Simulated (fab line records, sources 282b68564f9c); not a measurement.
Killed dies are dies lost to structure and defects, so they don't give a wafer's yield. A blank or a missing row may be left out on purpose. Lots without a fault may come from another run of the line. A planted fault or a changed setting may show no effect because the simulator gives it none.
fab line records | flow rit_cmos
record lots=13 wafers=39 last_day=7
route steps=202 shown GATE@93 PLDD@124 CONTACT@176 M1@202
lots that met no fault: from a run of the same line without faults
start_h: hours from the record's first day to the start of the lot's first wafer shown | wait_h: hours since the lot's step before | " the same as in the row above | L1.1+2: a row that stands for several wafers | - no value, or no start given | * or withheld: withheld | < > ~ a bound
route shown NAME@n: a module of which the file shows steps, and the number in the route of the first | usual: mean/standard deviation of fault-free wafers | same: alike in all rows | chamber/n: place in a boat | sites: the reading at each site | _std_site: their standard deviation | _edge_site: outer sites' mean less inner sites' | radius_mm: how far each site lies from the wafer's centre | mask NAME#n: copy n | behind: the tool/chamber that last shaped the wafer | hold: why the lot was held/for how many hours/how that ended | device: the transistor (n, p or np) that didn't switch | end of line: the same wafers' tests at the end of the route | a step without rows: its recipe alone | killed: dies lost to structure and defects at the first sort, not the wafer's yield | map: a wafer's dies, x killed, . not, _ none there
set.NAME: the setting as run; set.NAME@STEP: as run at that earlier step | model.NAME: the simulator's own value behind a step, which no gauge read
steps of the route over a sample of lots; a table a step, a row a wafer
services: from which hour (start_h, from the record's first day; less than 0 if before it) a tool's chamber was out of use, for how many hours, and why
## steps
# step RIT_GATE_OVL_MEAS_17
# usual GATE_OVL=0.6/1.4
# columns lot.wafer tool chamber start_h wait_h GATE_OVL[nm]
L115.2 overlay-02 - 36.55 0.1 0.6
L115.3 " - " " -0.8
L115.5 " - " " 0.1
L116.3 overlay-01 - 42.51 0.1 2.6
L116.5 " - " " 2.0
L116.6 " - " " 0.8
L117.1 overlay-01 - 46.41 0.1 -0.2
L117.4 " - " " -0.6
L117.6 " - " " 0.2
L118.1 overlay-01 - 51.94 0.1 2.6
L118.5 " - " " 1.1
L118.6 " - " " 3.3
L119.4 overlay-02 - 56.11 0.1 -0.1
L119.5 " - " " 0.6
L119.6 " - " " 1.1
L120.1 overlay-02 - 61.20 0.1 1.2
L120.2 " - " " 1.0
L120.4 " - " " 2.2
L125.1 overlay-01 - 87.04 0.1 1.7
L125.3 " - " " 2.8
L125.5 " - " " 2.6
L130.3 overlay-01 - 111.22 0.1 0.9
L130.4 " - " " 0.4
L130.5 " - " " 0.5
L131.1 overlay-01 - 117.35 0.1 1.4
L131.4 " - " " 0.7
L131.6 " - " " -0.2
L133.4 overlay-01 - 127.55 0.1 0.3
L133.5 " - " " 0.3
L133.6 " - " " -1.1
L134.3 overlay-01 - 131.27 0.1 0.7
L134.5 " - " " -0.1
L134.6 " - " " -0.1
L136.1 overlay-02 - 142.51 0.1 -4.0
L136.3 " - " " -3.3
L136.6 " - " " -2.5
L138.3 overlay-01 - 156.24 0.1 1.7
L138.4 " - " " 1.8
L138.6 " - " " 1.4
# step RIT_PLDD_TW_MEAS_10
# usual PLDD_TW=2347/15
# columns lot.wafer tool chamber start_h wait_h PLDD_TW
L115.2 film_metro-03 - 43.44 0.1 2372
L115.3 " - " " 2364
L115.5 " - " " 2361
L116.3 film_metro-02 - 49.15 0.1 2328
L116.5 " - " " 2330
L116.6 " - " " 2335
L117.1 film_metro-04 - 52.92 0.1 2360
L117.4 " - " " 2348
L117.6 " - " " 2361
L118.1 film_metro-02 - 58.43 0.1 2331
L118.5 " - " " 2337
L118.6 " - " " 2343
L119.4 film_metro-02 - 62.72 0.1 2325
L119.5 " - " " 2316
L119.6 " - " " 2325
L120.1 film_metro-04 - 67.75 0.1 2352
L120.2 " - " " 2344
L120.4 " - " " 2347
L125.1 film_metro-04 - 94.13 0.1 2349
L125.3 " - " " 2341
L125.5 " - " " 2338
L130.3 film_metro-02 - 117.95 0.1 2333
L130.4 " - " " 2323
L130.5 " - " " 2342
L131.1 film_metro-04 - 123.98 0.1 2360
L131.4 " - " " 2347
L131.6 " - " " 2371
L133.4 film_metro-02 - 134.15 0.1 2338
L133.5 " - " " 2340
L133.6 " - " " 2340
L134.3 film_metro-03 - 137.93 0.1 2356
L134.5 " - " " 2365
L134.6 " - " " 2365
L136.1 film_metro-04 - 149.06 0.1 2359
L136.3 " - " " 2351
L136.6 " - " " 2345
L138.3 film_metro-03 - 162.74 0.1 2361
L138.4 " - " " 2378
L138.6 " - " " 2365
# step RIT_CONTACT_CD_MEAS_08
# recipe target_cd_nm=1000
# usual cd_nm=999.3/2.1
# columns lot.wafer tool chamber start_h wait_h cd_nm
L115.2 cd_sem-02 - 51.54 - 999.4
L115.3 " - " " 999.7
L115.5 " - " " 1000.7
L116.3 cd_sem-02 - 57.35 - 999.3
L116.5 " - " " 997.2
L116.6 " - " " 997.3
L117.1 cd_sem-01 - 61.37 - 999.7
L117.4 " - " " 998.7
L117.6 " - " " 998.7
L118.1 cd_sem-02 - 66.64 - 994.7
L118.5 " - " " 993.0
L118.6 " - " " 994.1
L119.4 cd_sem-01 - 70.92 - 1001.4
L119.5 " - " " 1004.1
L119.6 " - " " 1001.5
L120.1 cd_sem-02 - 77.13 - 1000.9
L120.2 " - " " 1000.9
L120.4 " - " " 1000.8
L125.1 cd_sem-02 - 102.34 - 1000.7
L125.3 " - " " 1002.6
L125.5 " - " " 1000.5
L130.3 cd_sem-02 - 126.22 - 995.4
L130.4 " - " " 997.2
L130.5 " - " " 997.2
L131.1 cd_sem-02 - 132.20 - 998.7
L131.4 " - " " 1000.2
L131.6 " - " " 999.6
L133.4 cd_sem-01 - 142.07 - 997.0
L133.5 " - " " 999.8
L133.6 " - " " 1000.4
L134.3 cd_sem-02 - 146.02 - 997.4
L134.5 " - " " 997.9
L134.6 " - " " 996.0
L136.1 cd_sem-01 - 157.10 - 998.5
L136.3 " - " " 1000.3
L136.6 " - " " 1000.3
L138.3 cd_sem-02 - 171.47 - 1000.0
L138.4 " - " " 999.4
L138.6 " - " " 1001.6
# step RIT_CONTACT_ETCH_11
# recipe target_depth_a=4800 over_etch_frac=0.2 stop_on=TiSi2 chemistry=CHF3/CF4/Ar target=SiO2 CHF3_flow_sccm=50 cf4_flow_sccm=10 Ar_flow_sccm=100 O2_flow_sccm=5 pressure_mtorr=100 rf_w=200 time_s=320
# usual drypump_motor_current_A=5.7/0.51 oes_product_au=0.989/0.018 throttle_valve_pct=8.84/0.11
# columns lot.wafer tool chamber start_h wait_h drypump_motor_current_A oes_product_au rf_hours_counter_h throttle_valve_pct
L115.2 rie_diel-03 2 51.82 0.1 5.7 1.013 6 9.08
L115.3 " 0 " " 4.9 1.010 14 8.68
L115.5 " 0 " " 4.9 1.012 - 8.68
L116.3 rie_diel-03 0 57.61 0.1 4.9 1.017 15 8.68
L116.5 " 0 " " 4.9 1.017 - 8.69
L116.6 " 1 " " 5.8 0.988 - 8.88
L117.1 rie_diel-02 3 61.67 0.1 5.2 0.980 2 8.77
L117.4 " 0 " " 5.9 0.984 117 8.84
L117.6 " 3 " " 5.2 0.976 - 8.77
L118.1 rie_diel-01 2 66.96 0.1 6.6 0.992 52 8.84
L118.5 " 2 " " 6.6 0.988 - 8.84
L118.6 " 0 " " 5.8 1.018 - 8.80
L119.4 rie_diel-03 0 71.17 0.1 4.9 1.006 15 8.67
L119.5 " 2 " " 5.8 1.006 - 9.05
L119.6 " 1 " " 5.8 0.994 - 8.87
L120.1 rie_diel-02 1 77.43 0.1 6.0 0.979 68 8.75
L120.2 " 0 " " 5.9 0.989 117 8.84
L120.4 " 0 " " 5.9 0.993 - 8.84
L125.1 rie_diel-03 1 102.64 0.1 5.7 0.979 4 8.87
L125.3 " 3 " " 6.2 0.964 140 8.91
L125.5 " 2 " " 5.7 1.017 - 9.07
L130.3 rie_diel-02 1 126.48 0.1 6.0 0.970 69 8.77
L130.4 " 2 " " 5.2 0.989 6 8.70
L130.5 " 1 " " 6.0 0.980 - 8.77
L131.1 rie_diel-01 3 132.50 0.1 4.7 0.963 36 8.90
L131.4 " 2 " " 6.6 0.991 53 8.82
L131.6 " 2 " " 6.6 0.989 - 8.81
L133.4 rie_diel-02 3 142.49 0.1 5.1 0.985 4 8.76
L133.5 " 0 " " 5.9 0.991 - 8.82
L133.6 " 1 " " 6.0 0.966 - 8.77
L134.3 rie_diel-02 0 146.28 0.1 5.9 0.992 119 8.84
L134.5 " 2 " " 5.2 0.977 - 8.68
L134.6 " 1 " " 6.0 0.968 - 8.77
L136.1 rie_diel-02 2 157.40 0.1 5.2 0.981 7 8.69
L136.3 " 0 " " 5.9 0.986 119 8.83
L136.6 " 2 " " 5.2 0.981 - 8.69
L138.3 rie_diel-01 1 171.74 0.1 6.2 0.991 2 8.88
L138.4 " 3 " " 4.7 0.964 37 8.89
L138.6 " 3 " " 4.7 0.966 - 8.90
# step RIT_M1_PROBE_99
# usual killed_at_contacts=0.1/0.29 killed_at_front_end=7/3 killed_dies=7/3 killed_on_rim=1.7/1.3 killed_open=3.5/2 killed_short=3.4/2
# same gross_dies=264 killed_at_M0_to_M3=0 killed_at_M4_up=0 killed_at_back_side=0 killed_at_other=0
# columns lot.wafer tool chamber start_h wait_h killed_at_contacts killed_at_front_end killed_dies killed_on_rim killed_open killed_short
L118.1 prober-02 - 72.04 0.1 0 7 7 1 5 2
L118.5 prober-02 - 72.24 0.2 0 11 11 3 4 7
L118.6 prober-02 - 72.29 0.2 0 3 3 0 0 3
L119.4 prober-01 - 76.19 0.2 0 6 6 2 3 3
L119.5 prober-01 - 76.24 0.2 0 7 7 0 3 4
L119.6 prober-01 - 76.29 0.2 0 9 9 0 4 5
L125.1 prober-01 - 107.67 0.1 17 7 24 9 4 3
L125.3 prober-01 - 107.77 0.2 0 5 5 1 2 3
L125.5 prober-01 - 107.87 0.2 0 10 10 4 4 6
L130.3 prober-02 - 131.56 0.2 0 2 2 0 0 2
L130.4 prober-02 - 131.61 0.2 0 5 5 2 1 4
L130.5 prober-02 - 131.66 0.2 0 2 2 1 1 1
L131.1 prober-01 - 137.59 0.1 0 10 10 1 2 8
L131.4 prober-01 - 137.74 0.2 0 12 12 2 5 7
L131.6 prober-01 - 137.84 0.2 0 7 7 2 4 3
L133.4 prober-01 - 148.60 0.2 0 9 9 3 5 4
L133.5 prober-01 - 148.65 0.2 1 6 7 3 4 3
L133.6 prober-01 - 148.70 0.2 0 5 5 0 2 3
L134.3 prober-02 - 151.57 0.2 0 3 3 1 1 2
L134.5 prober-02 - 151.67 0.2 0 9 9 2 4 5
L134.6 prober-02 - 151.72 0.2 0 9 9 2 5 4
# killed by level:class
L118.1 GATE:geometric_particle:open=4 SPACER:geometric_particle:short=1 SPACER:geometric_particle:open=1 SILICIDE:geometric_particle:short=1
L118.5 FOX2:geometric_particle:short=2 GATE:geometric_particle:open=2 GATE:geometric_particle:short=2 SPACER:geometric_particle:open=2 SPACER:geometric_particle:short=2 SILICIDE:geometric_particle:short=1
L118.6 FOX2:geometric_particle:short=2 SPACER:geometric_particle:short=1
L119.4 FOX2:geometric_particle:open=2 FOX1:geometric_particle:short=1 GATE:geometric_particle:short=1 REOX:geometric_particle:open=1 SPACER:geometric_particle:short=1
L119.5 GATE:geometric_particle:short=3 SILICIDE:geometric_particle:open=2 FOX1:geometric_particle:short=1 GATE:geometric_particle:open=1
L119.6 GATE:geometric_particle:short=3 GATE:geometric_particle:open=2 SPACER:geometric_particle:open=2 FOX1:geometric_particle:short=1 FOX2:geometric_particle:short=1
L125.1 CONTACT:unspecified=17 GATE:geometric_particle:open=2 SPACER:geometric_particle:short=2 FOX1:geometric_particle:open=1 GATE:geometric_particle:short=1 SPACER:geometric_particle:open=1
L125.3 FOX1:geometric_particle:short=1 FOX1:geometric_particle:open=1 GATE:geometric_particle:short=1 SILICIDE:geometric_particle:short=1 SILICIDE:geometric_particle:open=1
L125.5 GATE:geometric_particle:short=3 GATE:geometric_particle:open=2 SILICIDE:geometric_particle:short=2 FOX1:geometric_particle:open=1 SPACER:geometric_particle:short=1 SPACER:geometric_particle:open=1
L130.3 GATE:geometric_particle:short=1 SILICIDE:geometric_particle:short=1
L130.4 SILICIDE:geometric_particle:short=2 FOX1:geometric_particle:short=1 GATE:geometric_particle:short=1 SPACER:geometric_particle:open=1
L130.5 SILICIDE:geometric_particle:short=1 SILICIDE:geometric_particle:open=1
L131.1 SPACER:geometric_particle:short=4 FOX1:geometric_particle:short=2 GATE:geometric_particle:short=2 GATE:geometric_particle:open=1 SILICIDE:geometric_particle:open=1
L131.4 GATE:geometric_particle:short=3 FOX1:geometric_particle:short=2 SILICIDE:geometric_particle:open=2 FOX1:geometric_particle:open=1 FOX2:geometric_particle:open=1 FOX2:geometric_particle:short=1 SPACER:geometric_particle:open=1 SILICIDE:geometric_particle:short=1
L131.6 GATE:geometric_particle:open=2 SILICIDE:geometric_particle:short=2 GATE:geometric_particle:short=1 REOX:geometric_particle:open=1 SILICIDE:geometric_particle:open=1
L133.4 FOX1:geometric_particle:open=4 FOX1:geometric_particle:short=2 GATE:geometric_particle:short=1 REOX:geometric_particle:open=1 SPACER:geometric_particle:short=1
L133.5 FOX1:geometric_particle:open=2 FOX1:geometric_particle:short=1 GATE:geometric_particle:open=1 GATE:geometric_particle:short=1 REOX:geometric_particle:short=1 CONTACT:geometric_particle:open=1
L133.6 REOX:geometric_particle:short=2 GATE:geometric_particle:open=1 SPACER:geometric_particle:open=1 SPACER:geometric_particle:short=1
L134.3 GATE:geometric_particle:short=1 SPACER:geometric_particle:short=1 SILICIDE:geometric_particle:open=1
L134.5 FOX1:geometric_particle:short=2 GATE:geometric_particle:open=2 GATE:geometric_particle:short=2 FOX1:geometric_particle:open=1 REOX:geometric_particle:short=1 SILICIDE:geometric_particle:open=1
L134.6 GATE:geometric_particle:short=4 GATE:geometric_particle:open=2 SPACER:geometric_particle:open=2 REOX:geometric_particle:open=1
## services
# columns tool chamber start_h hours kind
rie_diel-02 - 37.46 14.6 pm
rie_diel-01 - 42.55 0.4 repair
rie_diel-02 2 52.72 4.6 repair
rie_diel-01 1 55.66 - clean
rie_diel-01 1 55.66 24.1 scheduled_down
rie_diel-01 1 55.66 24.1 vent_cycle
rie_diel-01 3 63.31 4.3 repair
rie_diel-02 2 75.81 2.2 repair
rie_diel-01 - 89.55 1.4 repair
rie_diel-01 1 97.98 8.9 repair
rie_diel-02 - 108.23 2.8 pm
rie_diel-02 - 121.50 1.7 repair
rie_diel-03 0 139.60 17.5 repair
## key
first_sign step=RIT_M1_PROBE_99 reading=killed_at_contacts direction=up sigmas=17 usual=0.1 struck=17
effect step=RIT_M1_PROBE_99 reading=killed_dies direction=up sigmas=5.6 usual=7 struck=24
met_at RIT_CONTACT_ETCH_11
struck_lots L125
struck_wafers L125.1
tester_left_out L125
not_acting_at RIT_GATE_OVL_MEAS_17,RIT_PLDD_TW_MEAS_10,RIT_CONTACT_CD_MEAS_08
onset_between 71.17 102.64
fault kind=chamber_particle_source tool=rie_diel-03 chamber=1 onset_h=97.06 steps=RIT_CONTACT_ETCH_11 rate_per_visit_cm2=1.2152 end_h=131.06
# tester_left_out: of these lots the tester's yield and bins aren't shown, on N5 and GAA mostly nor the transistor test; their killed dies are dies lost to structure and defects alone, not to doping, threshold or leakage, so they don't give the yield
